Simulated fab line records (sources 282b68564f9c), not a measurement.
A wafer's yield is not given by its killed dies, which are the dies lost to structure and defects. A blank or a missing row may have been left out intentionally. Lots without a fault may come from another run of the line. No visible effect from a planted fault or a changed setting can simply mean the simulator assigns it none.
Which tool is to blame? | flow rit cmos | 21 wafers from 7 lots sampled at 3 of the route's 202 steps

== WHAT THE GAUGES SHOWED, per wafer ==
RIT_SDANNEAL_RS_MEAS_04: measures by four-point-probe.
lot  | measured    | on            | PSD_RS (ohm/sq)
L240 | day 3 13:08 | film metro-03 | 116.05 115.82 115.73
L242 | day 4 00:26 | film metro-03 | 116.01 115.76 116.40
L244 | day 4 07:33 | film metro-01 | 116.78 116.08 116.11
L247 | day 4 22:02 | film metro-01 | 122.07 121.66 121.66
L252 | day 6 01:26 | film metro-03 | 115.92 116.20 115.85
L257 | day 7 02:01 | film metro-02 | 116.12 115.86 116.05
L261 | day 8 03:22 | film metro-01 | 116.16 115.72 115.97

== WHAT TOOL EACH LOT RAN ON (gives the tool, then ch and the chambers of the sampled wafers, and finally the start) ==
lot  | RIT_PSD_STRIP_09                    | RIT_SDANNEAL_RTA_03
L240 | plasma asher-04 ch 0,1, day 3 12:04 | rtp anneal-02 ch 0, day 3 13:04
L242 | plasma asher-02 ch 0,1, day 3 23:32 | rtp anneal-02 ch 0, day 4 00:23
L244 | plasma asher-01 ch 0,1, day 4 06:52 | rtp anneal-02 ch 0, day 4 07:29
L247 | plasma asher-02 ch 0, day 4 21:23   | rtp anneal-01 ch 0, day 4 21:59
L252 | plasma asher-02 ch 0,1, day 6 00:47 | rtp anneal-02 ch 0, day 6 01:21
L257 | plasma asher-04 ch 0,1, day 7 01:22 | rtp anneal-02 ch 0, day 7 01:58
L261 | plasma asher-02 ch 0,1, day 8 02:41 | rtp anneal-02 ch 0, day 8 03:18
- RIT_PSD_STRIP_09: strips in O2, time 180 s.
- RIT_SDANNEAL_RTA_03: time 5 s.

== THE ANSWER, worked out from the rows above alone ==
Rule: usual is defined by the lots themselves. Put in order of their means at a reading, lots are off if they are a third of the lots or fewer, leave a main group of 4 or more, and stand apart from it by a gap of 3 or more times the standard deviation of the main group's means; of several such gaps the widest counts. The tables above print the reading to a certain number of digits; a main group whose means all agree to those digits is not used. Also off: a lot with no number at a reading for which 4 or more lots have one. Where the step has rows for the other lots, those lots are counted as sound.
Off: at RIT_SDANNEAL_RS_MEAS_04 (PSD_RS), L247. The main group: mean 116.03 ohm/sq, standard deviation 0.14.
If a tool, at a process step before that reading, ran all the lots that are off and no sound lot after the first of them, it fits. Gauges at RIT_SDANNEAL_RS_MEAS_04: tried the same way as those tools. One fits: RIT_SDANNEAL_RTA_03 on rtp anneal-01. It ran no sound lot before its first lot that is off in this sample, so the start can't be narrowed down.

== WHAT THE SIMULATOR PUT IN ==
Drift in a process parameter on rtp anneal-01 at RIT_SDANNEAL_RTA_03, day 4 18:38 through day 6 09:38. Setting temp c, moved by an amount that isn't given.
Struck lots among those shown: L247. The rule given above showed the same thing.
